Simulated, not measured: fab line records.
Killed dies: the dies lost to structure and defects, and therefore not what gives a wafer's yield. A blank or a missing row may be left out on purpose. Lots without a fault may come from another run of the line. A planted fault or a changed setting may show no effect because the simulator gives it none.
fab line records + flow rit_cmos
[record]
- lots = 6
- wafers = 18
- last_day = 7
route steps=202 shown SILICIDE@163 CONTACT@168
lots with no fault: from the same line, run without faults
start_h: the number of hours between the record's first day and the start of the first shown wafer of the lot + wait_h: hours elapsed since this lot's preceding step + " same as the row above + L1.1+2: several wafers, shown together as one row + - no value present, or no start provided + * or withheld: withheld + < > ~ a bound
route shown NAME@n: names a module that has steps shown in the file, with the first one's number in the route + usual: mean/standard deviation of fault-free wafers + same: alike in all rows + chamber/n: place in a boat + sites: per-site readings + _std_site: their standard deviation + _edge_site: mean of outer sites minus mean of inner sites + radius_mm: how far each site lies from the wafer's centre + mask NAME#n: copy n + behind: the last tool/chamber to shape the wafer + hold: reason for holding the lot/hours on hold/outcome of the hold + device: which transistor (n, p or np) failed to switch + end of line: the route-end tests of the same wafers + a step given without rows: its recipe and nothing more + killed: dies lost to structure and defects at the first sort, not the wafer's yield + map: per-die view of a wafer (x killed, . not killed, _ where there is no die)
set.NAME: setting as actually run; set.NAME@STEP: the setting as run at that earlier step + model.NAME: the simulator's own value behind a step, which no gauge read
lots at some steps of the route; a table a step, a row a wafer
services: when a tool's chamber went out of use (start_h, in hours from the record's first day, below 0 if earlier), for how many hours, and the reason
[[steps]]
[step RIT_SILICIDE_RS_MEAS_02]
[recipe]
- thk_meas_gauge = four-point-probe
- reads = Ti_of_SILICIDE_SPUTTER_01
[usual]
- SILICIDE_TI_RS = 49.6/0.7
| lot.wafer | tool          | chamber | start_h | wait_h | SILICIDE_TI_RS[ohm/sq] |
|-----------|---------------|---------|---------|--------|------------------------|
| L908.3    | film_metro-03 | -       | 61.79   | 0.1    | 49.1                   |
| L908.4    | "             | -       | "       | "      | 49.4                   |
| L908.6    | "             | -       | "       | "      | 49.5                   |
| L909.1    | film_metro-04 | -       | 66.04   | 0.1    | 48.9                   |
| L909.4    | "             | -       | "       | "      | 48.9                   |
| L909.6    | "             | -       | "       | "      | 49.5                   |
| L919.1    | film_metro-04 | -       | 118.87  | 0.1    | 50.4                   |
| L919.3    | "             | -       | "       | "      | 51.0                   |
| L919.5    | "             | -       | "       | "      | 50.3                   |
| L921.1    | film_metro-02 | -       | 127.23  | 0.1    | 50.1                   |
| L921.3    | "             | -       | "       | "      | 50.0                   |
| L921.6    | "             | -       | "       | "      | 50.2                   |
| L922.2    | film_metro-03 | -       | 132.54  | 0.1    | 49.2                   |
| L922.3    | "             | -       | "       | "      | 48.0                   |
| L922.4    | "             | -       | "       | "      | 48.4                   |
| L928.2    | film_metro-04 | -       | 169.90  | 0.1    | 49.7                   |
| L928.3    | "             | -       | "       | "      | 51.1                   |
| L928.4    | "             | -       | "       | "      | 49.7                   |
[step RIT_SILICIDE_THK_MEAS_03]
[recipe]
- thk_meas_gauge = xrf
- reads = Ti_of_SILICIDE_SPUTTER_01
[usual]
- SILICIDE_TI_THK = 28.9/0.41
| lot.wafer | tool          | chamber | start_h | wait_h | SILICIDE_TI_THK[nm] |
|-----------|---------------|---------|---------|--------|---------------------|
| L908.3    | film_metro-03 | -       | 61.89   | 0.1    | 29.4                |
| L908.4    | "             | -       | "       | "      | 29.2                |
| L908.6    | "             | -       | "       | "      | 29.2                |
| L909.1    | film_metro-04 | -       | 66.16   | 0.1    | 29.2                |
| L909.4    | "             | -       | "       | "      | 29.1                |
| L909.6    | "             | -       | "       | "      | 28.9                |
| L919.1    | film_metro-04 | -       | 118.99  | 0.1    | 28.7                |
| L919.3    | "             | -       | "       | "      | 28.1                |
| L919.5    | "             | -       | "       | "      | 28.6                |
| L921.1    | film_metro-02 | -       | 127.35  | 0.1    | 28.7                |
| L921.3    | "             | -       | "       | "      | 28.9                |
| L921.6    | "             | -       | "       | "      | 28.6                |
| L922.2    | film_metro-03 | -       | 132.65  | 0.1    | 28.9                |
| L922.3    | "             | -       | "       | "      | 29.6                |
| L922.4    | "             | -       | "       | "      | 29.3                |
| L928.2    | film_metro-04 | -       | 170.01  | 0.1    | 28.7                |
| L928.3    | "             | -       | "       | "      | 28.1                |
| L928.4    | "             | -       | "       | "      | 28.6                |
[step RIT_SILICIDE_RTA_04]
[recipe]
- temp_c = 650
- time_s = 10
- idle_temp_c = 25
- ramp_up_s = 5
- ramp_down_s = 5
- cool_to_c = 25
- ambient = N2
[usual]
- wafer_temp_C_max = 652.9/0.55
| lot.wafer | tool          | chamber | start_h | wait_h | wafer_temp_C_max |
|-----------|---------------|---------|---------|--------|------------------|
| L908.3    | rtp_anneal-01 | 0       | 61.96   | 0.1    | 653.3            |
| L908.4    | "             | 0       | "       | "      | 653.5            |
| L908.6    | "             | 0       | "       | "      | 653.4            |
| L909.1    | rtp_anneal-02 | 0       | 66.22   | 0.1    | 652.7            |
| L909.4    | "             | 0       | "       | "      | 652.7            |
| L909.6    | "             | 0       | "       | "      | 653.8            |
| L919.1    | rtp_anneal-02 | 0       | 119.05  | 0.1    | 652.0            |
| L919.3    | "             | 0       | "       | "      | 653.1            |
| L919.5    | "             | 0       | "       | "      | 653.2            |
| L921.1    | rtp_anneal-02 | 0       | 127.41  | 0.1    | 652.6            |
| L921.3    | "             | 0       | "       | "      | 653.1            |
| L921.6    | "             | 0       | "       | "      | 652.5            |
| L922.2    | rtp_anneal-01 | 0       | 132.71  | 0.1    | 652.7            |
| L922.3    | "             | 0       | "       | "      | 653.3            |
| L922.4    | "             | 0       | "       | "      | 652.7            |
| L928.2    | rtp_anneal-01 | 0       | 170.07  | 0.1    | 653.4            |
| L928.3    | "             | 0       | "       | "      | 653.3            |
| L928.4    | "             | 0       | "       | "      | 653.2            |
[step RIT_SILICIDE_WET_ETCH_05]
[recipe]
- chemistry = SPM
- target = Ti
- temp_c = 90
- time_s = 120
- dry = n2_spin
[step RIT_SILICIDE_RTA_06]
[recipe]
- temp_c = 750
- time_s = 10
- idle_temp_c = 25
- ramp_up_s = 5
- ramp_down_s = 10
- cool_to_c = 25
- ambient = N2
[usual]
- wafer_temp_C_max = 753.2/0.59
| lot.wafer | tool          | chamber | start_h | wait_h | wafer_temp_C_max |
|-----------|---------------|---------|---------|--------|------------------|
| L908.3    | rtp_anneal-02 | 0       | 62.07   | 0.0    | 752.4            |
| L908.4    | "             | 0       | "       | "      | 753.0            |
| L908.6    | "             | 0       | "       | "      | 752.6            |
| L909.1    | rtp_anneal-01 | 0       | 66.34   | 0.0    | 752.9            |
| L909.4    | "             | 0       | "       | "      | 754.5            |
| L909.6    | "             | 0       | "       | "      | 753.1            |
| L919.1    | rtp_anneal-01 | 0       | 119.16  | 0.0    | 754.3            |
| L919.3    | "             | 0       | "       | "      | 753.8            |
| L919.5    | "             | 0       | "       | "      | 753.1            |
| L921.1    | rtp_anneal-01 | 0       | 127.52  | 0.0    | 753.1            |
| L921.3    | "             | 0       | "       | "      | 752.8            |
| L921.6    | "             | 0       | "       | "      | 754.1            |
| L922.2    | rtp_anneal-02 | 0       | 132.82  | 0.0    | 752.3            |
| L922.3    | "             | 0       | "       | "      | 752.3            |
| L922.4    | "             | 0       | "       | "      | 753.8            |
| L928.2    | rtp_anneal-02 | 0       | 170.18  | 0.0    | 753.2            |
| L928.3    | "             | 0       | "       | "      | 753.6            |
| L928.4    | "             | 0       | "       | "      | 752.4            |
[step RIT_CONTACT_CVD_00]
[recipe]
- material = SiO2
- target_thk_nm = 400
- precursor = TEOS
- temp_c = 390
- time_s = 61
- rf_w = 400
[usual]
- heater_power_w = 339/51
| lot.wafer | tool     | chamber | start_h | wait_h | heater_power_w |
|-----------|----------|---------|---------|--------|----------------|
| L908.3    | pecvd-03 | 2       | 62.11   | 0.0    | 438            |
| L908.4    | "        | 0       | "       | "      | 346            |
| L908.6    | "        | 2       | "       | "      | 451            |
| L909.1    | pecvd-04 | 0       | 66.40   | 0.1    | 440            |
| L909.4    | "        | 2       | "       | "      | 283            |
| L909.6    | "        | 1       | "       | "      | 386            |
| L919.1    | pecvd-02 | 0       | 119.22  | 0.1    | 281            |
| L919.3    | "        | 1       | "       | "      | 405            |
| L919.5    | "        | 2       | "       | "      | 310            |
| L921.1    | pecvd-04 | 2       | 127.59  | 0.1    | 260            |
| L921.3    | "        | 1       | "       | "      | 328            |
| L921.6    | "        | 0       | "       | "      | 364            |
| L922.2    | pecvd-02 | 2       | 132.88  | 0.0    | 306            |
| L922.3    | "        | 1       | "       | "      | 345            |
| L922.4    | "        | 0       | "       | "      | 310            |
| L928.2    | pecvd-02 | 0       | 170.23  | 0.0    | 297            |
| L928.3    | "        | 2       | "       | "      | 270            |
| L928.4    | "        | 0       | "       | "      | 308            |
[step RIT_CONTACT_THK_MEAS_01]
[recipe]
- reads = SiO2_of_CONTACT_CVD_00
[usual]
- CONTACT_TEOS_THK = 402/5.5
| lot.wafer | tool          | chamber | start_h | wait_h | CONTACT_TEOS_THK[nm] |
|-----------|---------------|---------|---------|--------|----------------------|
| L908.3    | film_metro-04 | -       | 62.18   | 0.0    | 402                  |
| L908.4    | "             | -       | "       | "      | 402                  |
| L908.6    | "             | -       | "       | "      | 405                  |
| L909.1    | film_metro-03 | -       | 66.45   | 0.0    | 405                  |
| L909.4    | "             | -       | "       | "      | 408                  |
| L909.6    | "             | -       | "       | "      | 403                  |
| L919.1    | film_metro-03 | -       | 119.27  | 0.0    | 400                  |
| L919.3    | "             | -       | "       | "      | 400                  |
| L919.5    | "             | -       | "       | "      | 399                  |
| L921.1    | film_metro-01 | -       | 127.64  | 0.0    | 394                  |
| L921.3    | "             | -       | "       | "      | 392                  |
| L921.6    | "             | -       | "       | "      | 401                  |
| L922.2    | film_metro-01 | -       | 132.94  | 0.0    | 394                  |
| L922.3    | "             | -       | "       | "      | 399                  |
| L922.4    | "             | -       | "       | "      | 405                  |
| L928.2    | film_metro-03 | -       | 170.29  | 0.0    | 397                  |
| L928.3    | "             | -       | "       | "      | 393                  |
| L928.4    | "             | -       | "       | "      | 407                  |
[step RIT_CONTACT_HMDS_02]
[recipe]
- prime_time_s = 60
- prime_temp_c = 140
[step RIT_CONTACT_COAT_03]
[recipe]
- resist = NOVOLAK
- spin_rpm = 3250
- resist_thk_nm = 1000
[step RIT_CONTACT_SOFTBAKE_04]
[recipe]
- resist = NOVOLAK
- temp_c = 90
- time_s = 60
[step RIT_CONTACT_EXPOSE_05]
[recipe]
- mask_id = M11
- na = 0.6
- source_shape = conventional
- sigma_outer = 0.5
- target_cd_nm = 1000
- dose_mj = 250
[step RIT_CONTACT_PEB_06]
[recipe]
- resist = NOVOLAK
- temp_c = withheld
- time_s = withheld
[step RIT_CONTACT_DEVELOP_07]
[recipe]
- resist = NOVOLAK
- develop_time_s = 120
- dev_temp_c = 23
[usual]
- chill_plate_temp_C = 22.96/0.14
- develop_time_s = 120/0
- developer_temp_C = 22.99/0.095
| lot.wafer | tool           | chamber | start_h | wait_h | chill_plate_temp_C | develop_time_s | developer_temp_C |
|-----------|----------------|---------|---------|--------|--------------------|----------------|------------------|
| L908.3    | litho_track-04 | -       | 63      | -      | -                  | -              | -                |
| L908.4    | "              | -       | "       | "      | -                  | -              | -                |
| L908.6    | "              | -       | "       | "      | -                  | -              | -                |
| L909.1    | litho_track-04 | -       | 67      | -      | -                  | -              | -                |
| L909.4    | "              | -       | "       | "      | -                  | -              | -                |
| L909.6    | "              | -       | "       | "      | -                  | -              | -                |
| L919.1    | litho_track-02 | 0       | 120     | -      | 22.84              | 120            | 22.98            |
| L919.3    | "              | 0       | "       | "      | 23.03              | 120            | 22.89            |
| L919.5    | "              | 0       | "       | "      | 23.05              | 120            | 22.99            |
| L921.1    | litho_track-04 | 0       | 128     | -      | 22.75              | 120            | 22.87            |
| L921.3    | "              | 0       | "       | "      | 22.89              | 120            | 23.02            |
| L921.6    | "              | 0       | "       | "      | 22.92              | 120            | 22.95            |
| L922.2    | litho_track-03 | 0       | 133     | -      | 22.73              | 120            | 22.96            |
| L922.3    | "              | 0       | "       | "      | 22.91              | 120            | 22.99            |
| L922.4    | "              | 0       | "       | "      | 22.69              | 120            | 22.94            |
| L928.2    | litho_track-03 | 0       | 171     | -      | 22.98              | 120            | 23.06            |
| L928.3    | "              | 0       | "       | "      | 22.99              | 120            | 23.15            |
| L928.4    | "              | 0       | "       | "      | 22.90              | 120            | 23.05            |
[step RIT_CONTACT_CD_MEAS_08]
[recipe]
- target_cd_nm = 1000
[usual]
- cd_nm = 999.4/1.8
| lot.wafer | tool      | chamber | start_h | wait_h | cd_nm  |
|-----------|-----------|---------|---------|--------|--------|
| L908.3    | cd_sem-01 | -       | 63.37   | -      | -      |
| L908.4    | "         | -       | "       | "      | -      |
| L908.6    | "         | -       | "       | "      | -      |
| L909.1    | cd_sem-02 | -       | 67.64   | -      | -      |
| L909.4    | "         | -       | "       | "      | -      |
| L909.6    | "         | -       | "       | "      | -      |
| L919.1    | cd_sem-02 | -       | 120.35  | -      | 996.7  |
| L919.3    | "         | -       | "       | "      | 997.8  |
| L919.5    | "         | -       | "       | "      | 998.5  |
| L921.1    | cd_sem-02 | -       | 128.67  | -      | 997.4  |
| L921.3    | "         | -       | "       | "      | 999.1  |
| L921.6    | "         | -       | "       | "      | 998.4  |
| L922.2    | cd_sem-02 | -       | 133.98  | -      | 996.7  |
| L922.3    | "         | -       | "       | "      | 999.2  |
| L922.4    | "         | -       | "       | "      | 998.4  |
| L928.2    | cd_sem-02 | -       | 171.45  | -      | 998.9  |
| L928.3    | "         | -       | "       | "      | 1000.8 |
| L928.4    | "         | -       | "       | "      | 1000.5 |
[[services]]
| tool     | chamber | start_h | hours | kind   |
|----------|---------|---------|-------|--------|
| pecvd-02 | -       | 111.76  | 0.8   | pm     |
| pecvd-02 | 0       | 137.73  | 6.2   | repair |
| pecvd-03 | -       | 152.30  | 1.7   | repair |
| pecvd-02 | 0       | 156.62  | 5.8   | repair |
| pecvd-03 | -       | 167.43  | 0.3   | repair |
[[key]]
[first_sign]
- step = RIT_CONTACT_DEVELOP_07
- reading = tool_record
- direction = missing
effect none on later readings
met_at RIT_CONTACT_DEVELOP_07
struck_wafers L908.3,L908.4,L908.6,L909.1,L909.4,L909.6
later_rows_left_out L908.3,L908.4,L908.6,L909.1,L909.4,L909.6
sort_left_out L908.3,L908.4,L908.6,L909.1,L909.4,L909.6
tester_left_out L908,L909
[fault]
- kind = skipped_step_whole
- tool = litho_track-04
- chamber = -
- onset_h = 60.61
- steps = RIT_CONTACT_DEVELOP_07
- scope = struck_lots_only
// tester_left_out: of these lots the tester's yield and bins aren't shown, on N5 and GAA mostly nor the transistor test; their killed dies are dies lost to structure and defects alone, not to doping, threshold or leakage, so they don't give the yield
// sort_left_out: the simulated sort isn't trusted on such a fault, so these wafers' sort isn't shown, and their yield isn't known
// later_rows_left_out: the simulator's readings of these wafers behind a module that went badly wrong aren't trusted and aren't shown, but for the sort
